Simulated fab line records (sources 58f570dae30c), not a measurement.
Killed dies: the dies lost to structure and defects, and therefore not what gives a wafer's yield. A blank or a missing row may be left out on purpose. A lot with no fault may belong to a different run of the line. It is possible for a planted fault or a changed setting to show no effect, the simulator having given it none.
A single fault, viewed from 2 desks | flow berkeley_cmos170 | each desk holds nothing but its own numbers, with what lay behind them at the end

THE TOOL OWNER'S DESK: pvd_sputter-02
The tool's own readings at UCB170_M3_SPUTTER_01 (material Al, target thk 900 nm, time 120 s): means of the sampled wafers that have a number, for each lot that ran on this tool. If a lot's mean is further than 4 standard deviations from the usual mean, the lot is out of limits and carries the mark OUT (the distance appears in the brackets).
Columns: A = chamber_pressure_pa at UCB170_M3_SPUTTER_01, usual 0.4999 Pa; B = throttle_valve_pct at UCB170_M3_SPUTTER_01, usual 30.2 %
lot  | first seen here | A      | B
L724 | day 8 02:51     | 0.5004 | 30.1
L735 | day 10 05:52    | 0.4995 | 30.6
L739 | day 11 13:59    | 0.4996 | 30.6
This desk's verdict: no lot among the 3 shows anything out of limits.

FROM THE METROLOGY DESK
What the gauges read, lot by lot, whatever tool the lot ran on: means of the sampled wafers that have a number. If a lot's mean is further than 4 standard deviations from the usual mean, the lot is out of limits and carries the mark OUT (the distance appears in the brackets).
Columns: A = cd_nm at UCB170_V2_CD_MEAS_12, usual 700.1 nm; B = V2_OVL at UCB170_V2_OVL_MEAS_13, usual -2 nm; C = cd_nm at UCB170_V2_CD_MEAS_90, usual 700.2 nm; D = M3_AL_RS at UCB170_M3_RS_MEAS_02, usual 0.0321 ohm/sq; E = M3_AL_THK at UCB170_M3_THK_MEAS_03, usual 908 nm; F = cd_nm at UCB170_M3_CD_MEAS_15, usual 699.8 nm; G = M3_OVL at UCB170_M3_OVL_MEAS_16, usual -1 nm
lot  | first seen here | A     | B  | C     | D                | E              | F     | G
L724 | day 8 02:14     | 700.6 | 2  | 701.3 | 0.0318           | 908            | 700.2 | 3
L725 | day 8 23:35     | 698.9 | -2 | 697.8 | 0.0319           | 910            | 700.5 | 1
L735 | day 10 05:14    | 699.4 | 1  | 699.1 | 0.0376 (+17) OUT | 802 (-8.1) OUT | 700.1 | -1
L739 | day 11 13:21    | 699.7 | 0  | 700.2 | 0.0373 (+16) OUT | 825 (-6.4) OUT | 700.7 | -4
L742 | day 11 16:05    | 700.2 | 1  | 698.9 | 0.0328           | 899            | 699.2 | -8
L743 | day 11 23:16    | 698.6 | -1 | 698.2 | 0.0321           | 906            | 699.0 | -4
This desk finds L735, L739 out of limits, with the earliest case on L735 at day 10 05:57 (M3_AL_RS at UCB170_M3_RS_MEAS_02). In limits: L724, L725, L742, L743.

ALL TOGETHER
L735, L739 would have let the metrology desk raise an alarm at day 10 05:57.
The tool owner's desk saw nothing out of limits.
Tool owner's desk: L735, L739 on record, inside its limits.
On pvd_sputter-02, each named lot ran UCB170_M3_SPUTTER_01.

WHAT THE SIMULATOR HAD INSERTED
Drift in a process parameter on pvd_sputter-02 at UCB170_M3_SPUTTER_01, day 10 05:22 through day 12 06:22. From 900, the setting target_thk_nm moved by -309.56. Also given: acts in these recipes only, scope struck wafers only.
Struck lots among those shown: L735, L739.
Time in hours between the start of the fault and the first out-of-limits reading at each desk: metrology desk, 1.
